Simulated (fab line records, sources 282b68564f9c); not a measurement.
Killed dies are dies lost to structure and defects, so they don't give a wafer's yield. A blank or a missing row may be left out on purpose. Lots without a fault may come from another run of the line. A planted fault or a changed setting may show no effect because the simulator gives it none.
fab line records | flow rit_cmos
record lots=7 wafers=21 last_day=7
route steps=202 shown M1@184
lots that met no fault: from a run of the same line without faults
start_h: hours from the record's first day to the start of the lot's first wafer shown | wait_h: hours since the lot's step before | " the same as in the row above | L1.1+2: a row that stands for several wafers | - no value, or no start given | * or withheld: withheld | < > ~ a bound
route shown NAME@n: a module of which the file shows steps, and the number in the route of the first | usual: mean/standard deviation of fault-free wafers | same: alike in all rows | chamber/n: place in a boat | sites: the reading at each site | _std_site: their standard deviation | _edge_site: outer sites' mean less inner sites' | radius_mm: how far each site lies from the wafer's centre | mask NAME#n: copy n | behind: the tool/chamber that last shaped the wafer | hold: why the lot was held/for how many hours/how that ended | device: the transistor (n, p or np) that didn't switch | end of line: the same wafers' tests at the end of the route | a step without rows: its recipe alone | killed: dies lost to structure and defects at the first sort, not the wafer's yield | map: a wafer's dies, x killed, . not, _ none there
set.NAME: the setting as run; set.NAME@STEP: as run at that earlier step | model.NAME: the simulator's own value behind a step, which no gauge read
lots at some steps of the route; a table a step, a row a wafer
services: from which hour (start_h, from the record's first day; less than 0 if before it) a tool's chamber was out of use, for how many hours, and why
## steps
# step RIT_M1_SPUTTER_00
# recipe material=Al target_thk_nm=400 power_w=1940 chamber_pressure_pa=0.4 gas=Ar time_s=500 substrate_temp_c=25
# usual throttle_valve_pct=30.2/1.3
# same time_s=500
# columns lot.wafer tool chamber start_h wait_h throttle_valve_pct
L428.1 pvd_sputter-03 - 90.52 0.0 31.8
L428.4 " - " " 30.3
L428.5 " - " " 31.6
L429.3 pvd_sputter-04 - 94.26 0.0 29.5
L429.4 " - " " 27.8
L429.6 " - " " 29.5
L437.2 pvd_sputter-04 - 130.43 0.0 31.8
L437.3 " - " " 29.3
L437.4 " - " " 27.8
L439.1 pvd_sputter-01 - 145.44 0.0 30.2
L439.4 " - " " 30.6
L439.5 " - " " 30.1
L441.1 pvd_sputter-03 - 150.27 0.0 31.8
L441.5 " - " " 31.6
L441.6 " - " " 31.5
L440.1 pvd_sputter-01 - 151.11 0.0 30.5
L440.2 " - " " 28.8
L440.6 " - " " 28.2
L442.1 pvd_sputter-04 - 158.15 0.0 27.9
L442.3 " - " " 27.9
L442.6 " - " " 27.8
# step RIT_M1_RS_MEAS_01
# recipe thk_meas_gauge=four-point-probe reads=Al_of_M1_SPUTTER_00
# usual M1_AL_RS=0.0753/0.00067
# columns lot.wafer tool chamber start_h wait_h M1_AL_RS[ohm/sq]
L428.1 film_metro-03 - 90.82 0.1 0.0751
L428.4 " - " " 0.0758
L428.5 " - " " 0.0753
L429.3 film_metro-04 - 94.59 0.2 0.0752
L429.4 " - " " 0.0765
L429.6 " - " " 0.0749
L437.2 film_metro-02 - 130.75 0.2 0.0753
L437.3 " - " " 0.0757
L437.4 " - " " 0.0765
L439.1 film_metro-03 - 145.74 0.1 0.0746
L439.4 " - " " 0.0749
L439.5 " - " " 0.0745
L441.1 film_metro-04 - 150.57 0.1 0.0758
L441.5 " - " " 0.0759
L441.6 " - " " 0.0759
L440.1 film_metro-03 - 151.41 0.1 0.0763
L440.2 " - " " 0.0761
L440.6 " - " " 0.0761
L442.1 film_metro-02 - 158.44 0.1 0.0752
L442.3 " - " " 0.0751
L442.6 " - " " 0.0752
# step RIT_M1_THK_MEAS_02
# recipe thk_meas_gauge=xrf reads=Al_of_M1_SPUTTER_00
# usual M1_AL_THK=385/4.8
# columns lot.wafer tool chamber start_h wait_h M1_AL_THK[nm]
L428.1 film_metro-03 - 90.94 0.1 388
L428.4 " - " " 385
L428.5 " - " " 385
L429.3 film_metro-04 - 94.69 0.1 383
L429.4 " - " " 376
L429.6 " - " " 385
L437.2 film_metro-02 - 130.86 0.1 384
L437.3 " - " " 383
L437.4 " - " " 380
L439.1 film_metro-03 - 145.86 0.1 389
L439.4 " - " " 390
L439.5 " - " " 389
L441.1 film_metro-04 - 150.69 0.1 381
L441.5 " - " " 382
L441.6 " - " " 380
L440.1 film_metro-03 - 151.53 0.1 384
L440.2 " - " " 383
L440.6 " - " " 382
L442.1 film_metro-02 - 158.56 0.1 389
L442.3 " - " " 388
L442.6 " - " " 386
# step RIT_M1_HMDS_03
# recipe prime_time_s=60 prime_temp_c=140
# step RIT_M1_COAT_04
# recipe resist=NOVOLAK spin_rpm=2000 resist_thk_nm=1300
# step RIT_M1_SOFTBAKE_05
# recipe resist=NOVOLAK temp_c=90 time_s=60
# step RIT_M1_EXPOSE_06
# recipe mask_id=M12 na=0.6 source_shape=conventional sigma_outer=0.5 target_cd_nm=2600 dose_mj=250
# step RIT_M1_PEB_07
# recipe resist=NOVOLAK temp_c=withheld time_s=withheld
# step RIT_M1_DEVELOP_08
# recipe resist=NOVOLAK develop_time_s=68 dev_temp_c=23
# step RIT_M1_CD_MEAS_09
# recipe target_cd_nm=2600
# usual cd_nm=2599.4/2.5
# columns lot.wafer tool chamber start_h wait_h cd_nm
L428.1 cd_sem-02 - 91.88 - 2598.6
L428.4 " - " " 2599.1
L428.5 " - " " 2598.8
L429.3 cd_sem-02 - 95.80 - 2603.2
L429.4 " - " " 2600.9
L429.6 " - " " 2600.5
L437.2 cd_sem-01 - 131.81 - 2603.8
L437.3 " - " " 2602.9
L437.4 " - " " 2605.6
L439.1 cd_sem-01 - 146.88 - 2596.9
L439.4 " - " " 2601.2
L439.5 " - " " 2599.4
L441.1 cd_sem-01 - 151.63 - 2597.8
L441.5 " - " " 2596.1
L441.6 " - " " 2598.4
L440.1 cd_sem-02 - 152.47 - 2600.8
L440.2 " - " " 2600.3
L440.6 " - " " 2598.5
L442.1 cd_sem-01 - 159.50 - 2596.4
L442.3 " - " " 2595.7
L442.6 " - " " 2595.8
# step RIT_M1_OVL_MEAS_10
# usual M1_OVL=-0.9/1.4
# columns lot.wafer tool chamber start_h wait_h M1_OVL[nm]
L428.1 overlay-01 - 92.00 0.1 -0.7
L428.4 " - " " -0.3
L428.5 " - " " -1.4
L429.3 overlay-02 - 95.89 0.1 -1.2
L429.4 " - " " -0.6
L429.6 " - " " -1.3
L437.2 overlay-02 - 131.92 0.1 0.0
L437.3 " - " " 0.2
L437.4 " - " " -1.6
L439.1 overlay-01 - 147.00 0.1 -3.4
L439.4 " - " " -3.5
L439.5 " - " " -3.3
L441.1 overlay-01 - 151.75 0.1 0.2
L441.5 " - " " -2.2
L441.6 " - " " -1.7
L440.1 overlay-01 - 152.59 0.1 0.3
L440.2 " - " " 1.2
L440.6 " - " " 1.0
L442.1 overlay-01 - 159.62 0.1 0.4
L442.3 " - " " 0.7
L442.6 " - " " 0.4
# step RIT_M1_HARDBAKE_11
# recipe resist=NOVOLAK temp_c=140 time_s=120
# step RIT_M1_METAL_ETCH_12
# recipe stop_on=SiO2 chemistry=Cl2/BCl3 target=Al time_s=165 over_etch_frac=0.5 pressure_mtorr=103.9 target_depth_a=6000 rf_w=250 Cl2_flow_sccm=60 bcl3_flow_sccm=50
# usual drypump_motor_current_A=5.6/0.56 he_backside_leak_sccm=3.37/0.2 oes_product_au=0.764/0.0084 throttle_valve_pct=8.05/0.052
# same time_s=165
# columns lot.wafer tool chamber start_h wait_h drypump_motor_current_A he_backside_leak_sccm oes_product_au rf_hours_counter_h throttle_valve_pct
L428.1 rie_metal-04 1 92.28 0.2 5.4 3.50 0.755 5 8.05
L428.4 " 1 " " 5.5 3.12 0.749 - 8.05
L428.5 " 1 " " 5.5 3.36 0.757 - 8.05
L429.3 rie_metal-01 1 96.22 0.2 6.4 3.40 0.768 - 7.93
L429.4 " 0 " " 6.4 3.49 0.771 - 8.11
L429.6 " 1 " " 6.4 3.48 0.781 - 7.91
L437.2 rie_metal-04 0 132.20 0.2 5.3 3.77 0.758 5 8.07
L437.3 " 1 " " 5.5 3.27 0.762 - 8.05
L437.4 " 0 " " 5.3 3.70 0.749 - 8.06
L439.1 rie_metal-04 0 147.29 0.2 5.3 3.46 0.768 5 8.06
L439.4 " 1 " " 5.5 3.26 0.754 - 8.05
L439.5 " 1 " " 5.5 3.38 0.754 - 8.05
L441.1 rie_metal-02 1 152.03 0.2 5.3 3.48 0.762 3 8.03
L441.5 " 0 " " 4.9 3.01 0.770 - 8.07
L441.6 " 1 " " 5.3 3.49 0.764 - 8.04
L440.1 rie_metal-04 0 152.87 0.2 5.3 3.54 0.753 5 8.07
L440.2 " 1 " " 5.5 3.27 0.754 6 8.04
L440.6 " 1 " " 5.5 3.22 0.753 - 8.05
L442.1 rie_metal-01 1 159.91 0.2 6.5 3.39 0.760 0 7.93
L442.3 " 0 " " 6.4 3.62 0.767 - 8.09
L442.6 " 1 " " 6.5 3.44 0.770 - 7.93
# step RIT_M1_STRIP_13
# recipe chemistry=nmp resist=NOVOLAK temp_c=80 time_s=600 dry=n2_spin
# step RIT_M1_STRIP_14
# recipe chemistry=O2 time_s=180 platen_temp_c=withheld power_w=500 pressure_mtorr=4000 o2_flow_sccm=4000
# usual drypump_motor_current_A=5.6/0.48
# same time_s=180
# columns lot.wafer tool chamber start_h wait_h drypump_motor_current_A rf_hours_counter_h
L428.1 plasma_asher-03 0 92.62 0.0 5.6 44
L428.4 " 0 " " 5.6 -
L428.5 " 1 " " 5.6 -
L429.3 plasma_asher-03 1 96.56 0.1 5.6 -
L429.4 " 0 " " 5.6 -
L429.6 " 1 " " 5.6 -
L437.2 plasma_asher-02 1 132.53 0.0 4.7 1
L437.3 " 0 " " 5.1 -
L437.4 " 1 " " 4.7 -
L439.1 plasma_asher-02 1 147.63 0.0 4.6 3
L439.4 " 0 " " 5.1 -
L439.5 " 1 " " 4.6 -
L441.1 plasma_asher-02 0 152.37 0.0 5.2 3
L441.5 " 0 " " 5.2 -
L441.6 " 1 " " 4.7 -
L440.1 plasma_asher-03 0 153.21 0.0 5.6 50
L440.2 " 1 " " 5.7 50
L440.6 " 0 " " 5.6 -
L442.1 plasma_asher-03 0 160.25 0.0 5.6 51
L442.3 " 1 " " 5.7 -
L442.6 " 1 " " 5.7 -
# step RIT_M1_CD_MEAS_90
# recipe target_cd_nm=2600
# usual cd_nm=2598.9/2.6
# columns lot.wafer tool chamber start_h wait_h cd_nm
L428.1 cd_sem-02 - 92.80 0.1 2599.5
L428.4 " - " " 2597.8
L428.5 " - " " 2597.3
L429.3 cd_sem-01 - 96.72 0.1 2601.9
L429.4 " - " " 2602.7
L429.6 " - " " 2600.0
L437.2 cd_sem-01 - 132.73 0.1 2601.6
L437.3 " - " " 2601.4
L437.4 " - " " 2602.6
L439.1 cd_sem-02 - 147.80 0.1 2596.3
L439.4 " - " " 2600.7
L439.5 " - " " 2598.8
L441.1 cd_sem-01 - 152.55 0.1 2596.1
L441.5 " - " " 2595.9
L441.6 " - " " 2597.3
L440.1 cd_sem-02 - 153.39 0.1 2599.6
L440.2 " - " " 2600.5
L440.6 " - " " 2597.5
L442.1 cd_sem-02 - 160.42 0.1 2600.7
L442.3 " - " " 2598.1
L442.6 " - " " 2600.4
# step RIT_M1_ANNEAL_15
# recipe temp_c=450 time_s=1800 ambient=forming_gas_H2N2
# step RIT_M1_BOW_MEAS_16
# recipe mode=bow
# usual M1_BOW=17/6.2
# columns lot.wafer tool chamber start_h wait_h M1_BOW[um]
L428.1 film_metro-03 - 94.42 0.0 7
L428.4 " - " " 13
L428.5 " - " " 9
L429.3 film_metro-02 - 98.34 0.0 20
L429.4 " - " " 24
L429.6 " - " " 22
L437.2 film_metro-04 - 135.36 0.0 26
L437.3 " - " " 21
L437.4 " - " " 2
L439.1 film_metro-03 - 149.42 0.0 19
L439.4 " - " " 13
L439.5 " - " " 13
L440.1 film_metro-03 - 155.42 0.0 18
L440.2 " - " " 18
L440.6 " - " " 23
L441.1 film_metro-04 - 155.42 0.0 20
L441.5 " - " " 9
L441.6 " - " " 13
L442.1 film_metro-04 - 162.04 0.0 17
L442.3 " - " " 12
L442.6 " - " " 12
# step RIT_M1_PROBE_99
# usual defect_limited_yield=97.3/1.1 killed_at_M0_to_M3=0/0 killed_at_contacts=0.1/0.28 killed_at_front_end=7.0/2.9 killed_dies=7.0/2.9 killed_open=3.4/2.1 killed_short=3.6/1.7
# same gross_dies=264 killed_at_M4_up=0 killed_at_back_side=0 killed_at_other=0
# columns lot.wafer tool chamber start_h wait_h defect_limited_yield[%] killed_at_M0_to_M3 killed_at_contacts killed_at_front_end killed_dies killed_open killed_short model.etest.pmos_0p15.drive_ua_um model.etest.npoly_line.line_ohm_um model.etest.ppoly_line.line_ohm_um model.etest.npoly_line.width_nm model.etest.ppoly_line.width_nm model.etest.tester.sort_bin_5_pct model.etest.ring.delay_ps model.etest.retro_edge_nmos.off_log10_a_um
L428.1 prober-01 - 94.54 0.1 98.1 0 0 5 5 2 3 246.2 165.9 160.9 99.77 100.9 0.3788 27.73 -9.998
L428.4 prober-01 - 94.69 0.2 97.0 0 0 8 8 4 4 248.7 164.1 158.9 100.5 101.8 0.7576 27.47 -9.878
L428.5 prober-01 - 94.74 0.2 98.9 0 0 3 3 1 2 247 166.5 162.2 99.97 100.7 0.7576 27.48 -10.01
L429.3 prober-02 - 98.52 0.2 95.1 0 0 13 13 5 8 229.6 161.7 156.2 103.2 104.2 2.652 29.4 -10.49
L429.4 prober-02 - 98.57 0.2 97.3 0 0 7 7 3 4 236.3 159.6 152.2 104.1 105.7 0.3788 29.36 -10.62
L429.6 prober-02 - 98.67 0.2 97.7 0 0 6 6 2 4 234.9 158.8 152.1 106.5 107.1 1.515 29.43 -10.73
L437.2 prober-02 - 135.51 0.1 93.9 4 0 12 16 5 7 247.5 162.4 156.8 102.9 102.7 4.167 27.53 -9.924
L437.3 prober-02 - 135.56 0.2 95.8 0 0 11 11 7 4 249 164 157.6 101.4 102.5 1.894 26.98 -9.999
L437.4 prober-02 - 135.61 0.2 94.3 5 0 10 15 7 3 248.5 161.4 153.1 102 104.1 3.409 27.38 -9.972
L439.1 prober-02 - 149.54 0.1 93.9 7 0 9 16 5 4 270.9 182.8 173.2 91.41 91.8 4.167 24.75 -9.257
L439.4 prober-02 - 149.69 0.2 95.8 0 0 11 11 7 4 283.8 184.9 180 88.52 89.45 2.652 23.61 -8.651
L439.5 prober-02 - 149.74 0.2 96.6 0 0 9 9 3 6 287.6 186.3 177.9 89.47 90.05 1.515 23.54 -8.633
L440.1 prober-02 - 155.54 0.1 95.1 6 0 7 13 4 3 272.2 174.8 170.9 95.39 96.31 2.652 25.28 -9.287
L440.2 prober-02 - 155.59 0.1 98.9 0 0 3 3 0 3 262.9 170.6 163.6 97.13 97.92 0.7576 26.07 -9.401
L440.6 prober-02 - 155.79 0.2 98.5 0 1 3 4 2 2 261.5 166.8 161.6 97.45 97.96 1.515 26.27 -9.489
L441.1 prober-01 - 155.54 0.1 97.7 0 0 6 6 3 3 250.7 158.2 153.7 105.6 106.6 1.136 28.24 -10.43
L441.5 prober-01 - 155.74 0.2 97.3 0 0 7 7 3 4 254.7 156.2 150.1 105.6 106.8 1.515 28.19 -10.32
L441.6 prober-01 - 155.79 0.2 98.5 0 0 4 4 1 3 254.8 161.6 154.2 104.9 105.7 0.3788 27.77 -10.41
L442.1 prober-01 - 162.16 0.1 97.7 0 0 6 6 3 3 262.4 168.8 164.7 98.3 98.67 0.3788 26.01 -9.324
L442.3 prober-01 - 162.26 0.2 97.3 0 0 7 7 3 4 258.8 163.9 158 101.4 101.2 1.515 26.84 -9.794
L442.6 prober-01 - 162.41 0.2 98.1 0 0 5 5 2 3 257.4 163.9 156.5 102.9 103.7 1.136 27.1 -9.792
# killed by level:class
L428.1 REOX:geometric_particle:short=2 FOX1:geometric_particle:open=1 GATE:geometric_particle:short=1 REOX:geometric_particle:open=1
L428.4 GATE:geometric_particle:short=4 GATE:geometric_particle:open=2 FOX1:geometric_particle:open=1 REOX:geometric_particle:open=1
L428.5 GATE:geometric_particle:short=1 GATE:geometric_particle:open=1 SPACER:geometric_particle:short=1
L429.3 SPACER:geometric_particle:open=3 FOX1:geometric_particle:short=2 GATE:geometric_particle:short=2 FOX1:geometric_particle:open=1 FOX2:geometric_particle:short=1 REOX:geometric_particle:short=1 SPACER:geometric_particle:short=1 SILICIDE:geometric_particle:short=1
L429.4 FOX1:geometric_particle:open=1 FOX2:geometric_particle:short=1 GATE:geometric_particle:short=1 REOX:geometric_particle:open=1 REOX:geometric_particle:short=1 SPACER:geometric_particle:open=1 SILICIDE:geometric_particle:short=1
L429.6 FOX1:geometric_particle:short=2 GATE:geometric_particle:short=2 SPACER:geometric_particle:open=1 SILICIDE:geometric_particle:open=1
L437.2 SILICIDE:geometric_particle:short=4 M1:unspecified=4 FOX1:geometric_particle:short=2 GATE:geometric_particle:open=2 SILICIDE:geometric_particle:open=2 FOX1:geometric_particle:open=1 REOX:geometric_particle:short=1
L437.3 FOX1:geometric_particle:open=3 SILICIDE:geometric_particle:open=3 FOX2:geometric_particle:short=2 FOX1:geometric_particle:short=1 FOX2:geometric_particle:open=1 GATE:geometric_particle:short=1
L437.4 M1:unspecified=5 GATE:geometric_particle:open=4 GATE:geometric_particle:short=2 FOX2:geometric_particle:open=1 REOX:geometric_particle:open=1 SPACER:geometric_particle:short=1 SILICIDE:geometric_particle:open=1
L439.1 M1:unspecified=7 GATE:geometric_particle:short=4 GATE:geometric_particle:open=2 SPACER:geometric_particle:open=2 REOX:geometric_particle:open=1
L439.4 GATE:geometric_particle:open=4 SPACER:geometric_particle:short=3 SPACER:geometric_particle:open=2 FOX2:geometric_particle:open=1 REOX:geometric_particle:short=1
L439.5 FOX2:geometric_particle:open=2 REOX:geometric_particle:short=2 SPACER:geometric_particle:short=2 FOX1:geometric_particle:short=1 REOX:geometric_particle:open=1 SILICIDE:geometric_particle:short=1
L440.1 M1:unspecified=6 FOX2:geometric_particle:open=2 GATE:geometric_particle:short=2 FOX2:geometric_particle:short=1 GATE:geometric_particle:open=1 SPACER:geometric_particle:open=1
L441.1 GATE:geometric_particle:open=2 GATE:geometric_particle:short=2 SPACER:geometric_particle:short=1 SILICIDE:geometric_particle:open=1
L440.2 REOX:geometric_particle:short=1 SPACER:geometric_particle:short=1 SILICIDE:geometric_particle:short=1
L441.5 GATE:geometric_particle:open=3 FOX1:geometric_particle:short=1 FOX2:geometric_particle:short=1 SPACER:geometric_particle:short=1 SILICIDE:geometric_particle:short=1
L440.6 FOX1:geometric_particle:short=1 GATE:geometric_particle:short=1 GATE:geometric_particle:open=1 CONTACT:geometric_particle:open=1
L441.6 GATE:geometric_particle:short=2 FOX2:geometric_particle:open=1 SPACER:geometric_particle:short=1
L442.1 REOX:geometric_particle:open=3 GATE:geometric_particle:short=2 REOX:geometric_particle:short=1
L442.3 REOX:geometric_particle:open=2 FOX1:geometric_particle:short=1 GATE:geometric_particle:open=1 GATE:geometric_particle:short=1 REOX:geometric_particle:short=1 SPACER:geometric_particle:short=1
L442.6 GATE:geometric_particle:open=2 GATE:geometric_particle:short=2 REOX:geometric_particle:short=1
# map L437.2 (x killed, . not)
________......._______
_____...........x.____
____...x.........x.___
___.................__
__..................._
__........x.........._
_.................x...
_...........x.........
_........x..........x.
_.....................
__.x.......x........._
__..........x........_
___.....xx..........__
____...x...........___
_____....x........____
________.x....._______
# map L439.1 (x killed, . not)
________......._______
_____.............____
____...............___
___.................__
__..................._
__..................._
_....x........x.......
_..............x......
_.....................
_.........xx..........
__..................._
__.......x......x...._
___......x..........__
____..xx..x........___
_____.xxx..x......____
________.x....._______
## services
# columns tool chamber start_h hours kind
rie_metal-01 1 77.37 4.8 repair
rie_metal-01 - 85.28 2.8 pm
pvd_sputter-04 - 92.36 1.4 repair
plasma_asher-02 - 108.80 9.0 pm
plasma_asher-02 0 108.80 9.0 vent_cycle
plasma_asher-02 1 108.80 9.0 vent_cycle
pvd_sputter-01 - 111.26 4.3 repair
plasma_asher-02 0 117.80 - clean
plasma_asher-02 1 117.80 - clean
rie_metal-01 - 136.12 20.0 pm
rie_metal-01 0 136.12 20.0 vent_cycle
rie_metal-01 1 136.12 20.0 vent_cycle
rie_metal-01 0 156.12 - clean
rie_metal-01 1 156.12 - clean
## key
first_sign step=RIT_M1_PROBE_99 reading=killed_at_M0_to_M3 direction=up sigmas=5.5 usual=0 struck=5.5
effect step=RIT_M1_PROBE_99 reading=defect_limited_yield direction=down sigmas=2.7 usual=97.3 struck=94.3 wafers_moved=3
model_effect step=RIT_M1_PROBE_99 value=etest.pmos_0p15.drive_ua_um without=251.2 struck=259.8
met_at RIT_M1_METAL_ETCH_12
struck_wafers L437.2,L437.4,L439.1,L440.1
fault kind=chamber_particle_source tool=rie_metal-04 chamber=0 onset_h=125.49 steps=RIT_M1_METAL_ETCH_12 rate_per_visit_cm2=0.029093 end_h=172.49
